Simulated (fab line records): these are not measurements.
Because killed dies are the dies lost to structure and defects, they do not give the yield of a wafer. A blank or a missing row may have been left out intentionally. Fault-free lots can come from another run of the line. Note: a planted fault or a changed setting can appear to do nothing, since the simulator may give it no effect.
Which tool did it? + flow rit-cmos + 7 lots, 21 wafers sampled, at 2 steps of a route of 202

## WHAT THE GAUGES SHOWED, per wafer
RIT_WELLDRIVE_RS_MEAS_02: measurement is done with a four-point probe.
| lot  | measured    | on            | PWELL_RS (ohm/sq)                   |
|------|-------------|---------------|-------------------------------------|
| L293 | day 2 11:28 | film-metro-02 | 430.0 429.2 429.3                   |
| L296 | day 3 01:40 | film-metro-04 | 428.0 427.8 429.2                   |
| L298 | day 3 14:16 | film-metro-01 | 430.1 431.0 432.0                   |
| L300 | day 3 21:45 | film-metro-02 | 428.3 428.7 429.7                   |
| L302 | day 4 09:22 | film-metro-02 | 427.3 427.7 427.4                   |
| L304 | day 4 17:58 | film-metro-01 | 435.2 435.6 436.9 435.4 435.6 436.0 |
| L315 | day 7 03:43 | film-metro-01 | 430.2 430.0 431.2                   |

## EACH LOT AND THE TOOL THAT RAN IT (in order: tool; ch and the chambers of the sampled wafers; start)
| lot  | RIT_PWELL_IMPLANT_08           |
|------|--------------------------------|
| L293 | implanter-03 ch 0, day 2 05:19 |
| L296 | implanter-02 ch 0, day 2 19:52 |
| L298 | implanter-02 ch 0, day 3 07:29 |
| L300 | implanter-01 ch 0, day 3 14:55 |
| L302 | implanter-03 ch 0, day 4 02:44 |
| L304 | implanter-03 ch 0, day 4 12:23 |
| L315 | implanter-02 ch 0, day 6 21:06 |
- RIT_PWELL_IMPLANT_08

## THE ANSWER, worked out from the rows above alone
Rule: the lots themselves supply what counts as usual. The widest of any qualifying gaps counts: lots, ordered by their means at a reading, are off when they make up no more than a third of the lots, leave a main group of 4 or more, and stand apart from it by 3 or more times the standard deviation of that group's means. The tables above print the reading to a certain number of digits; a main group whose means all agree to those digits is not used. A lot without any number at a reading at which 4 lots or more have one is off too. All remaining lots with rows at the step are treated as sound.
Off: at RIT_WELLDRIVE_RS_MEAS_02 (PWELL_RS), L304. The main group: mean 429.3 ohm/sq, standard deviation 1.2.
If a tool, at a process step before that reading, ran all the lots that are off and no sound lot after the first of them, it fits. Gauges at RIT_WELLDRIVE_RS_MEAS_02: tried the same way as those tools. One candidate fits, namely implanter-03 at RIT_PWELL_IMPLANT_08. A fault onset in the window from L302 (day 4 02:44, its last sound lot) to L304 (day 4 12:23, its first lot off) fits.

## WHAT THE SIMULATOR HAD PUT IN
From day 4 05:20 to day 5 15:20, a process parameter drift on implanter-03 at RIT_PWELL_IMPLANT_08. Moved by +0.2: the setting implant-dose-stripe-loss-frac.
Struck lots among those shown: L304. Same finding as the rule above.
